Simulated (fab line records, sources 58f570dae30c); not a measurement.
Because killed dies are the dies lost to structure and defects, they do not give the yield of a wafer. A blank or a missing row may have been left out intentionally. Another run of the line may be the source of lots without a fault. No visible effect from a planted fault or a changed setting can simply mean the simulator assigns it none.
2 desks looking at one fault	flow berkeley_cmos170	each desk holds nothing but its own numbers, with what lay behind them at the end

## THE METROLOGY DESK
What the gauges read for every lot (on any tool): the sampled wafers with a number, averaged. Marked OUT: a lot whose mean sits more than 4 standard deviations from the usual mean, which makes it out of limits; the brackets give that distance.
Columns: A = cd_nm at UCB170_V1_CD_MEAS_12, usual 699.8 nm; B = V2_BOW at UCB170_V2_BOW_MEAS_03, usual 36 um; C = V2_OVL at UCB170_V2_OVL_MEAS_13, usual 0 nm
lot	first seen here	A	B	C
L434	day 8 21:44	699.6	29	0
L433	day 8 23:07	699.4	37	1
L437	day 9 03:01	697.8	40	-3
L435	day 9 05:41	699.0	32	1
L438	day 9 14:56	702.1	34	2
L447	day 10 19:51	700.1	36	-0
L446	day 11 04:40	699.7	39	6
L453	day 11 18:08	701.8	36	-2
L452	day 12 00:47	701.1	33	2
L450	day 12 04:14	701.0	38	1
L454	day 12 13:07	701.0	39	-4
L456	day 12 19:46	698.9	40	-4
This desk found nothing out of limits on any of the 12 lots.

## FOR THE TOOL OWNER'S DESK: rie_si-02
The tool's own readings at UCB170_GATE_ETCH_15 (etches poly-Si in HBr/Cl2, stops on SiO2, time 56.3 s, target depth 278.2 nm): means of the sampled wafers that have a number, for each lot that ran on this tool. Marked OUT: a lot whose mean sits more than 4 standard deviations from the usual mean, which makes it out of limits; the brackets give that distance.
Columns: A = drypump_motor_current_A at UCB170_GATE_ETCH_15, usual 5.88 A; B = oes_product_au at UCB170_GATE_ETCH_15, usual 0.826 a.u.; C = run_length_s at UCB170_GATE_ETCH_15, usual 84.5 s; D = throttle_valve_pct at UCB170_GATE_ETCH_15, usual 26.37 %
lot	first seen here	A	B	C	D
L434	day 7 09:41	5.90	0.845	84.2	26.18
L433	day 7 10:24	5.84	0.841	84.3	26.17
L437	day 7 19:31	6.00	0.853	84.3	26.08
L438	day 8 05:02	5.74	0.803	84.3	26.33
L442	day 9 17:25	5.94	1.018 (+10) OUT	62.0 (-54) OUT	26.15
L444	day 9 17:46	6.08	1.022 (+10) OUT	61.9 (-54) OUT	26.06
This desk finds L442, L444 out of limits, L442 being first, at day 9 17:25 (oes_product_au at UCB170_GATE_ETCH_15). L434, L433, L437, L438 stayed within limits.

## PUT TOGETHER
On L442, L444, at day 9 17:25, an alarm was possible from the tool owner's desk.
The metrology desk saw nothing out of limits.
The metrology desk has no number on record for L442, L444.
On rie_si-02, each named lot ran UCB170_GATE_ETCH_15.

## WHAT HAD BEEN PUT IN BY THE SIMULATOR
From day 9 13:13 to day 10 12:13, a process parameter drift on rie_si-02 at UCB170_GATE_ETCH_15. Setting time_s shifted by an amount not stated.
Shown lots that were struck: L442, L444.
How many hours passed from the start of the fault until each desk's first out-of-limits reading: the tool owner's desk, 4.
